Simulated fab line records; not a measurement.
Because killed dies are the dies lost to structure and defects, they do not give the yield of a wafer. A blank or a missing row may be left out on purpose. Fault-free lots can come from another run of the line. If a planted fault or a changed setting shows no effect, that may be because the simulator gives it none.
8D (eight disciplines) problem report, filled in by code ; flow berkeley cmos170 ; the parts of the form that need people (team, actions taken, sign-off) are left out

## 1. PROBLEM STATEMENT
Mean NVT_TW at UCB170_NVT_TW_MEAS_09: 551.9 over 6 wafers in 2 lots; fault-free wafers: 525.1, standard deviation 3. Measured from the usual mean, that is +8.9 standard deviations.
The first sign was on wafer L709.1 at day 8 15:49, on film metro-04. The record holds 36 wafers of 12 lots with a number at this step. The rule behind "out" and "out of limits": a value lying over 4 standard deviations away from the usual mean. All remaining wafers that have a number are taken as sound.

## 2. WHAT IT IS; WHAT IT IS NOT
question;is;is not
which readings at this step;NVT_TW;-
which lots;L709, L710;L699, L700, L701, L702, L703, L712, L713, L716, L718, L721
which wafers of those lots;all that have a number;-
read on which gauges;film metro-04;film metro-01, film metro-03
when;from day 8 15:49;"up to then (15 sound wafers); but 15 sound wafers of L712, L713, L716, L718, L721 came after"

## 3. WHAT RULES OUT EACH SUSPECT
Counting: a tool at any process step up to the reading remains a suspect when it ran all the lots that are out and ran no sound lot after the first of those.
- ruled out: the gauge at UCB170_NVT_TW_MEAS_09. All the wafers that are out were read on film metro-04, but those of them that UCB170_NVT_IMPLANT_07 has rows for are out there too, on other tools.
- implanter-02 at UCB170_NVT_IMPLANT_07: kept. It ran every lot that is out, first L709 (day 8 15:34), and no sound lot after that; its last sound lot up to then is L703 (day 7 07:54). Its own readings are out on those wafers: beam energy keV.
After counting, what remains is implanter-02 at UCB170_NVT_IMPLANT_07.

## 4. THE CAUSE (what the simulator had put in)
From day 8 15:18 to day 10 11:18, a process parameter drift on implanter-02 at UCB170_NVT_IMPLANT_07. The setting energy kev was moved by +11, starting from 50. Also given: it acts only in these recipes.
After counting, this tool was the only one left.

## 5. SEQUENCE OF EFFECTS, ordered by route
Rows list readings where the struck wafers' mean (over those with a number) sits beyond 3 standard deviations from the usual. Readings are gone through only where the record gives a usual standard deviation; hours: the median, over the lots, of the time from a lot's start at the first step in this table giving one to that lot's start at this step; sigmas: the change measured in usual standard deviations.
hours;step;reading;usual;on struck wafers;change;sigmas
0;UCB170_NVT_IMPLANT_07;beam energy keV;49.997;60.985;+10.988;+99 or more
0;UCB170_NVT_TW_MEAS_09;NVT_TW;525.1;551.9;+26.8;+8.9
Its process steps:
- UCB170_NVT_IMPLANT_07
Later steps that measure or inspect, where all struck wafers having a row at the step show a number for every such reading and not one has moved that far: UCB170_GATE_OVL_MEAS_13.

## 6. WHAT WOULD HAVE CAUGHT IT SOONER
In this record the first reading out of limits at a measuring or inspecting step was taken at day 8 15:49, 1 hour after the fault began at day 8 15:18.
The tool's own readings at UCB170_NVT_IMPLANT_07 were out on every struck wafer that the step has a row for (beam energy keV): an alarm limit on them would have fired on the first of those.
Of the lots that are out (2), L710 began UCB170_NVT_IMPLANT_07 on implanter-02 after day 8 15:49. Holding the tool at that time would have saved it.
